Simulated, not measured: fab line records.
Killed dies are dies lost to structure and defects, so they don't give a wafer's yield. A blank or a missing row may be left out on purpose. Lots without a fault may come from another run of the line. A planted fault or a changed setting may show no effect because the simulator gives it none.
Check for tools in common ; flow berkeleyCmos170 ; 48 wafers sampled across 14 lots

## REASON IT WAS OPENED
At UCB170_GATE_CD_MEAS_12 the reading cdNm is flagged on 2 of 14 lots. Wafers without a fault read 350.1 nm, standard deviation 1.5.
Rule: a lot is flagged in two cases, either no wafer of it has a number, or all its wafers with numbers fall more than 4 standard deviations from that mean. The other lots count as sound.

lot;measured;on;cdNm (nm), wafer by wafer;flag
L881;day 7 00:14;cdSem-01;352.9 352.4 353.5;
L882;day 7 06:35;cdSem-01;347.7 347.6 346.9;
L883;day 7 06:52;cdSem-02;348.1 347.9 347.4;
L880;day 7 06:56;cdSem-01;348.2 349.4 349.1;
L886;day 8 04:14;cdSem-01;349.2 351.7 350.4;
L884;day 8 04:28;cdSem-01;349.5 352.5 352.0;
L885;day 8 04:43;cdSem-02;349.4 349.8 350.1;
L888;day 8 16:00;cdSem-01;348.6 348.7 350.0;
L894;day 10 01:34;cdSem-02;309.1 308.7 308.4 309.6 308.7 308.1;FLAGGED
L893;day 10 02:07;cdSem-01;311.4 311.5 310.1 311.5 311.2 310.2;FLAGGED
L896;day 10 13:34;cdSem-01;350.2 350.1 348.8;
L899;day 10 22:03;cdSem-01;351.1 351.4 351.5;
L901;day 11 12:24;cdSem-01;349.6 348.5 349.5;
L902;day 11 23:16;cdSem-01;347.2 348.8 348.2;
Average over the flagged lots: 309.9 nm; offset from the usual -40.2 nm, equal to -27 standard deviations.

## EACH LOT AND THE TOOL IT RAN ON
The record holds 2 process steps before the reading, out of a route of 331 steps. Each cell gives the tool, then ch followed by the chambers the sampled wafers passed through, then the start.
lot;flag;UCB170_NVT_STRIP_08;UCB170_GATE_PEB_10
L881;;plasmaAsher-02 ch 0,1, day 6 05:32;lithoTrack-03 ch 0, day 6 23:58
L882;;plasmaAsher-01 ch 0,1, day 6 15:01;lithoTrack-02 ch 0, day 7 06:19
L883;;plasmaAsher-02 ch 0,1, day 6 15:01;lithoTrack-02 ch 0, day 7 06:35
L880;;plasmaAsher-03 ch 0,1, day 6 15:17;lithoTrack-03 ch 0, day 7 06:40
L886;;plasmaAsher-01 ch 0,1, day 7 13:40;lithoTrack-04 ch 0, day 8 03:58
L884;;plasmaAsher-01 ch 0,1, day 7 14:25;lithoTrack-02 ch 0, day 8 04:12
L885;;plasmaAsher-02 ch 0,1, day 7 13:59;lithoTrack-03 ch 0, day 8 04:25
L888;;plasmaAsher-01 ch 0,1, day 7 21:07;lithoTrack-04 ch 0, day 8 15:44
L894;FLAGGED;plasmaAsher-02 ch 0,1, day 9 09:56;lithoTrack-04 ch 0, day 10 01:17
L893;FLAGGED;plasmaAsher-03 ch 1, day 9 10:17;lithoTrack-04 ch 0, day 10 01:50
L896;;plasmaAsher-03 ch 0,1, day 9 22:44;lithoTrack-02 ch 0, day 10 13:17
L899;;plasmaAsher-01 ch 0,1, day 10 04:49;lithoTrack-03 ch 0, day 10 21:46
L901;;plasmaAsher-01 ch 0,1, day 10 19:02;lithoTrack-02 ch 0, day 11 12:06
L902;;plasmaAsher-01 ch 0,1, day 11 06:05;lithoTrack-02 ch 0, day 11 22:59
What the steps here do:
- UCB170_NVT_STRIP_08: strips in O2.
- UCB170_GATE_PEB_10
- UCB170_GATE_CD_MEAS_12: target cd 350 nm.

## FLAGGED OVER TOTAL, TOOL BY TOOL (the gauges that took the reading come last)
step;tool;lots run;flagged;share of the flagged lots;sound lots run after its first flagged lot
UCB170_NVT_STRIP_08;plasmaAsher-01;7;0;none;-
UCB170_NVT_STRIP_08;plasmaAsher-02;4;1;some;0
UCB170_NVT_STRIP_08;plasmaAsher-03;3;1;some;1 (L896)
UCB170_GATE_PEB_10;lithoTrack-02;6;0;none;-
UCB170_GATE_PEB_10;lithoTrack-03;4;0;none;-
UCB170_GATE_PEB_10;lithoTrack-04;4;2;all;0
UCB170_GATE_CD_MEAS_12;cdSem-01;11;1;some;4 (L896,L899,L901,L902)
UCB170_GATE_CD_MEAS_12;cdSem-02;3;1;some;0

## WHAT THE TABLE ALLOWS
All flagged lots share 1 row of the table, namely lithoTrack-04 at UCB170_GATE_PEB_10.
- lithoTrack-04 at UCB170_GATE_PEB_10: 2 of its 4 lots flagged. A fault beginning between L888 (day 8 15:44), its last sound lot, and L894 (day 10 01:17), its first flagged one, fits the data. Its own readings lie more than 4 standard deviations out on every wafer of the flagged lots: heaterPowerTotalW, plateTempC.
Left over: one tool, lithoTrack-04 at UCB170_GATE_PEB_10.

## WHAT WAS PUT IN BY THE SIMULATOR
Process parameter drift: lithoTrack-04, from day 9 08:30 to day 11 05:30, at UCB170_GATE_PEB_10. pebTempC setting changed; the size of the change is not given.
Lots struck among those shown: L894, L893. This agrees with what the rule above found.
